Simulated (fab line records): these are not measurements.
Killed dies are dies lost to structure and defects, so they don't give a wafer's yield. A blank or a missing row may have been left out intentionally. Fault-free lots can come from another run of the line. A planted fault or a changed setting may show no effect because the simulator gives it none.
Shared-tool check ; flow ritCmos ; 42 wafers sampled across 14 lots

== WHAT PROMPTED THE OPENING ==
Of 14 lots, 2 have the reading PWELL_TW flagged at RIT_PWELL_TW_MEAS_10. Fault-free wafers read 946, with a standard deviation of 12.
Rule: a lot gets a flag if all its wafers with a number sit over 4 standard deviations from that mean, or if no wafer of it has a number. The other lots count as sound.

lot;measured;on;PWELL_TW, wafer by wafer;flag
L200;day 1 23:05;filmMetro-04;958 953 953;
L201;day 2 05:10;filmMetro-01;929 931 928;
L202;day 2 12:42;filmMetro-02;950 954 949;
L204;day 2 23:57;filmMetro-02;949 958 954;
L205;day 3 02:36;filmMetro-04;959 953 954;
L206;day 3 06:05;filmMetro-04;954 950 954;
L207;day 3 11:02;filmMetro-04;1070 1073 1076;FLAGGED
L208;day 3 20:49;filmMetro-02;1074 1074 1068;FLAGGED
L209;day 4 00:53;filmMetro-01;930 935 931;
L215;day 5 04:02;filmMetro-01;928 929 930;
L220;day 6 04:07;filmMetro-02;952 947 949;
L221;day 6 09:26;filmMetro-01;928 929 932;
L222;day 6 17:07;filmMetro-04;958 959 952;
L223;day 6 20:08;filmMetro-04;961 957 958;
The mean of the flagged lots' numbers is 1072, +126 from the usual (+11 standard deviations).

== EACH LOT AND THE TOOL IT RAN ON ==
The record holds 1 process step before the reading, out of a route of 202 steps. Each cell gives the tool, then ch followed by the chambers the sampled wafers passed through, then the start.
lot;flag;RIT_PWELL_IMPLANT_08
L200;;implanter-02 ch 0, day 1 22:48
L201;;implanter-02 ch 0, day 2 04:52
L202;;implanter-03 ch 0, day 2 12:23
L204;;implanter-03 ch 0, day 2 23:40
L205;;implanter-04 ch 0, day 3 02:17
L206;;implanter-04 ch 0, day 3 05:46
L207;FLAGGED;implanter-04 ch 0, day 3 10:44
L208;FLAGGED;implanter-04 ch 0, day 3 20:31
L209;;implanter-02 ch 0, day 4 00:34
L215;;implanter-02 ch 0, day 5 03:43
L220;;implanter-03 ch 0, day 6 03:47
L221;;implanter-04 ch 0, day 6 09:07
L222;;implanter-02 ch 0, day 6 16:47
L223;;implanter-04 ch 0, day 6 19:49
What these steps do:
- RIT_PWELL_IMPLANT_08
- RIT_PWELL_TW_MEAS_10

== FLAGGED AGAINST TOTAL, ONE TOOL AT A TIME (gauges that did the reading follow at the end) ==
step;tool;lots run;flagged;share of the flagged lots;sound lots run after its first flagged lot
RIT_PWELL_IMPLANT_08;implanter-02;5;0;none;-
RIT_PWELL_IMPLANT_08;implanter-03;3;0;none;-
RIT_PWELL_IMPLANT_08;implanter-04;6;2;all;2 (L221,L223)
RIT_PWELL_TW_MEAS_10;filmMetro-01;4;0;none;-
RIT_PWELL_TW_MEAS_10;filmMetro-02;4;1;some;1 (L220)
RIT_PWELL_TW_MEAS_10;filmMetro-04;6;1;some;2 (L222,L223)

== WHAT THE TABLE PERMITS ==
In the table, 1 row covers all flagged lots: implanter-04 at RIT_PWELL_IMPLANT_08.
- implanter-04 at RIT_PWELL_IMPLANT_08 ran 6 lots, 2 of them flagged. After the first flagged lot (L221, L223), sound lots still ran on it; a lasting fault on the whole tool would not permit that. Its own readings (doseIonsCm2, faradayCurrentUA) fall more than 4 standard deviations out on all wafers of the flagged lots.
Every row of the table either missed a flagged lot or ran a sound lot after the first.

== WHAT THE SIMULATOR HAD PUT IN ==
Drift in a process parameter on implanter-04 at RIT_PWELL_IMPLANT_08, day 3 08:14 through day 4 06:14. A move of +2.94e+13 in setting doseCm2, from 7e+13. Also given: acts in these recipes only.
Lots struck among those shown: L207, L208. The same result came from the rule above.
